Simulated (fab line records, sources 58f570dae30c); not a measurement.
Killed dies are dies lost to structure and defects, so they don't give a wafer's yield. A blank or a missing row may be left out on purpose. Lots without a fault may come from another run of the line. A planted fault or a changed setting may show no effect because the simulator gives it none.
One fault seen from 2 desks | flow berkeley_cmos170 | each desk has only its own numbers; what lay behind them comes last

THE METROLOGY DESK
What the gauges read, lot by lot, whatever tool the lot ran on: means of the sampled wafers that have a number. A lot is out of limits, marked OUT, if its mean lies more than 4 standard deviations from the usual mean; the brackets give that distance.
Columns: A = PSD_OVL at UCB170_PSD_OVL_MEAS_07, usual 2 nm; B = V1_POLISHED_THK at UCB170_V1_THK_MEAS_04, usual 999.9 nm; C = V2_OVL at UCB170_V2_OVL_MEAS_13, usual 0 nm; D = cd_nm at UCB170_V2_CD_MEAS_90, usual 699.8 nm
lot  | first seen here | A  | B                        | C  | D
L433 | day 7 19:14     | 6  | 1001.1                   | -4 | 699.4
L434 | day 8 15:25     | 8  | 1001.0                   | -5 | 699.9
L435 | day 8 15:40     | -3 | 1000.5                   | 3  | 698.3
L436 | day 8 15:46     | 2  | 1002.9                   | 3  | 697.6
L437 | day 8 16:01     | 9  | 999.5                    | -0 | 699.0
L439 | day 9 18:33     | -1 | 1000.4                   | 0  | 698.1
L438 | day 9 18:46     | 2  | 1001.3                   | 3  | 699.6
L441 | day 9 19:01     | 5  | 1000.6                   | 8  | 697.7
L440 | day 9 19:07     | -4 | 997.4                    | 2  | 701.3
L442 | day 10 07:28    | -5 | 1000.5                   | -4 | 699.9
L445 | day 10 19:31    | -2 | 1000.3                   | 0  | 701.5
L447 | day 11 08:07    | 5  | 1349.4 (+99 or more) OUT | -  | -
L449 | day 12 08:16    | -1 | 1338.2 (+99 or more) OUT | -  | -
L453 | day 12 19:32    | 3  | 1000.5                   | -5 | 698.9
This desk's finding: out of limits on L447, L449; first on L447, day 12 01:02 (V1_POLISHED_THK at UCB170_V1_THK_MEAS_04). In limits: L433, L434, L435, L436, L437, L439, L438, L441, L440, L442, L445, L453.

THE TOOL OWNER'S DESK: cmp-02
The tool's own readings at UCB170_V1_CMP_02 (polishes SiO2): means of the sampled wafers that have a number, for each lot that ran on this tool. A lot is out of limits, marked OUT, if its mean lies more than 4 standard deviations from the usual mean; the brackets give that distance.
Columns: A = head_pressure_psi at UCB170_V1_CMP_02, usual 6.000 psi; B = motor_current_A at UCB170_V1_CMP_02, usual 16.7 A
lot  | first seen here | A     | B
L434 | day 9 03:34     | 6.004 | 17.1
L437 | day 9 06:07     | 5.983 | 16.8
L441 | day 10 10:07    | 6.005 | 16.1
L440 | day 10 12:50    | 6.007 | 15.5
L447 | day 12 00:36    | 5.989 | 18.8
L449 | day 12 22:08    | 6.007 | 16.7
This desk's finding: nothing out of limits on any of the 6 lots.

PUT TOGETHER
The metrology desk could have raised an alarm at day 12 01:02, on L447, L449.
The tool owner's desk saw nothing out of limits.
The tool owner's desk has L447, L449 on record, within its limits.
Of the lots named, all ran UCB170_V1_CMP_02 on cmp-02.

WHAT THE SIMULATOR HAD PUT IN
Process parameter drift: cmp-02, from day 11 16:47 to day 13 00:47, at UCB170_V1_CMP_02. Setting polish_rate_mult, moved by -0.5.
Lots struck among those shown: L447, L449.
Hours from the fault's start to each desk's first reading out of limits: the metrology desk, 8.
